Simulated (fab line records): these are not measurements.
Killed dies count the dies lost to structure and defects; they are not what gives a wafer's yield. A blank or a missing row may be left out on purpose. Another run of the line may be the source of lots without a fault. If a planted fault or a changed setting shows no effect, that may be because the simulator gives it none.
Problem report, 8D (eight disciplines) form, completed by code	flow berkeley-cmos170	the parts of the form that need people (team, actions taken, sign-off) are left out

1. WHAT IS WRONG
strip-time-to-endpoint-s at UCB170_NSD_STRIP_09 reads a mean of 36.89 s on 2 wafers of 2 lots; wafers without a fault read 35.83 s with a standard deviation of 0.069. Measured from the usual mean, that is +15 standard deviations.
The step: strips in O2.
Earliest sighting: wafer L580.1 on plasma-asher-02 at day 10 05:58. The record holds 42 wafers of 14 lots with a number at this step. The rule behind "out" and "out of limits": a value lying over 4 standard deviations away from the usual mean. The other wafers with a number count as sound.

2. WHAT IT IS AND WHAT IT IS NOT
question	is	is not
which readings at this step	strip-time-to-endpoint-s	drypump-motor-current-A
which lots	L580, L581	L566, L567, L570, L572, L573, L574, L576, L577, L578, L579, L584, L588
which wafers of those lots	L580.1, L581.1	L580.2, L580.4, L581.2, L581.3
read on which tools	plasma-asher-02	plasma-asher-01, plasma-asher-03
when	from day 10 05:58	up to then (32 sound wafers); but 8 sound wafers of L581, L584, L588 came after

3. WHAT RULES OUT EACH SUSPECT
Counting: a tool at a process step up to the reading stays a suspect if it ran every lot that is out. Sound lots after the first of them don't rule it out here, since some wafers of a struck lot are sound.
- plasma-asher-02 at UCB170_NSD_STRIP_09 (strips in O2): kept. It processed each lot that is out (first: L580, day 10 05:58); up to then, its last sound lot is L579 (day 9 00:52). On those wafers its own readings are out: strip-time-to-endpoint-s.
- The sound lot-mates ran in chamber 0 of plasma-asher-02 at UCB170_NSD_STRIP_09, but the wafers that are out ran in chamber 1.
Remaining after the count: plasma-asher-02 at UCB170_NSD_STRIP_09.

4. THE CAUSE (what the simulator had put in)
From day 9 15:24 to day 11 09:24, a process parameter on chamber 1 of plasma-asher-02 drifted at UCB170_NSD_STRIP_09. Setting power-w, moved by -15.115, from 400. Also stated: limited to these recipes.
This tool alone remained once counting was done.

5. SEQUENCE OF EFFECTS, ordered by route
One row per reading whose mean, taken over the struck wafers that have a number, lies over 3 standard deviations from the usual. Only readings for which the record gives a usual standard deviation are gone through. hours: the time from each lot's start at the first step in this table that gives one to its start at this step, as a median over the lots. sigmas: the change in usual standard deviations.
hours	step	reading	usual	on struck wafers	change	sigmas
0	UCB170_NSD_STRIP_09	strip-time-to-endpoint-s	35.83 s	36.89	+1.06	+15
Process steps it contains:
- UCB170_NSD_STRIP_09: strips in O2.

6. WHAT WOULD HAVE CAUGHT IT SOONER
15 hours passed between the start of the fault at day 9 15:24 and the first reading out of limits in this record, taken at day 10 05:58.
